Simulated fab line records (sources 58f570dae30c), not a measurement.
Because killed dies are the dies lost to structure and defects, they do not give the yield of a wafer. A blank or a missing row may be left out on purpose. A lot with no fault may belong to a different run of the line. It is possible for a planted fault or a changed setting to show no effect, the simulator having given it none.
Split-lot trial    flow berkeleyCmos170    route with 331 steps; 5 lots, 23 wafers read

## ABOUT THE SPLIT
At UCB170_CONTACT_ETCH_18 (etches PSG in CHF3/CF4/Ar, stops on TiSi2, target depth 840 nm, time 195 s), the setting timeS was moved away from the recipe's 195 s on 10 of the 23 wafers read, by +5.4% to +9.1%. This setting was run at the recipe's value on the other wafers.

The reading is taken at the split's own step.

## THE READING
KrF_of_CONTACT_COAT_10.thkNm (the simulator's own value, which no gauge read), in nm, at UCB170_CONTACT_ETCH_18 (etches PSG in CHF3/CF4/Ar, stops on TiSi2, target depth 840 nm, time 195 s). There is no usual value for it anywhere in the file. Here, 13 wafers ran the recipe; their average is 693.7 nm with a standard deviation of 4.3 nm.

wafer   tool, chamber at the split  timeS as run, s  against the recipe  KrF_of_CONTACT_COAT_10.thkNm, nm  against lot-mates on the recipe
L075.3  rieDiel-01, 2               195              recipe              695.1                             -
L075.4  rieDiel-01, 0               195              recipe              690.2                             -
L075.6  rieDiel-01, 2               195              recipe              691.1                             -
L078.1  rieDiel-01, 1               208.9            +7.1%               673.5                             -20.5
L078.2  rieDiel-01, 0               208.9            +7.1%               682.2                             -11.8
L078.3  rieDiel-01, 2               195              recipe              697.9                             -
L078.4  rieDiel-01, 3               195              recipe              690.2                             -
L078.6  rieDiel-01, 3               208.9            +7.1%               677.2                             -16.8
L080.1  rieDiel-02, 1               212.8            +9.1%               674.4                             -15.5
L080.2  rieDiel-02, 3               212.8            +9.1%               677.4                             -12.5
L080.4  rieDiel-02, 0               212.8            +9.1%               667.8                             -22.1
L080.5  rieDiel-02, 0               195              recipe              684.3                             -
L080.6  rieDiel-02, 3               195              recipe              695.5                             -
L076.2  rieDiel-02, 3               210              +7.7%               684.2                             -12.3
L076.3  rieDiel-02, 1               195              recipe              694.7                             -
L076.4  rieDiel-02, 2               195              recipe              695.7                             -
L076.5  rieDiel-02, 1               210              +7.7%               679.8                             -16.7
L076.6  rieDiel-02, 2               195              recipe              699.1                             -
L083.1  rieDiel-03, 0               195              recipe              701.1                             -
L083.2  rieDiel-03, 3               195              recipe              690.6                             -
L083.4  rieDiel-03, 1               195              recipe              692.7                             -
L083.5  rieDiel-03, 3               205.6            +5.4%               680.1                             -14.7
L083.6  rieDiel-03, 0               205.6            +5.4%               684.3                             -10.5

THE FIT
A straight line over all 23 wafers: KrF_of_CONTACT_COAT_10.thkNm changes by -2.09 nm for each +1% of timeS; r = -0.89; the points scatter about the line by 4.3 nm.
The same after taking each lot's own level away (the mean of its wafers on the recipe; 23 wafers): -1.99 nm for each +1%; r = -0.90; scatter 3.9 nm.
Per that fit: largest timeS move, reading shift of 18 nm.
The lots' own levels span 689.90 to 696.50 nm, that is 1.5 times the standard deviation above.
Consequently the slope shifts little with the lot-to-lot level, the two slopes agreeing.
Check: -18.9 nm against its lot-mates is what the line predicts for one of the wafers moved furthest among these (+9.1%) when that wafer is left out of the fit. Against them it came out at -15.5 nm.

## THESE WAFERS: OTHER SPLITS
These wafers also went through other splits before the reading. Each is held against what the fit with the lots' levels taken away leaves over:
other split on the same wafers   wafers away from the commonest value  r with KrF_of_CONTACT_COAT_10.thkNm (lot level and that fit taken away)
UCB170_NLDD_COAT_01 resistThkNm  7                                     -0.09
UCB170_SPACER_CVD_00 timeS       5                                     +0.20
UCB170_PSD_PEB_04 pebTempC       7                                     -0.49
UCB170_NSD_COAT_01 resistThkNm   5                                     -0.20
UCB170_BACKSIDE_STRIP_03 powerW  6                                     -0.01

## THE FILE'S OWN FIT
KrF_of_CONTACT_COAT_10.thkNm changes by -2.02 nm for each +1% of timeS, r = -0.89.
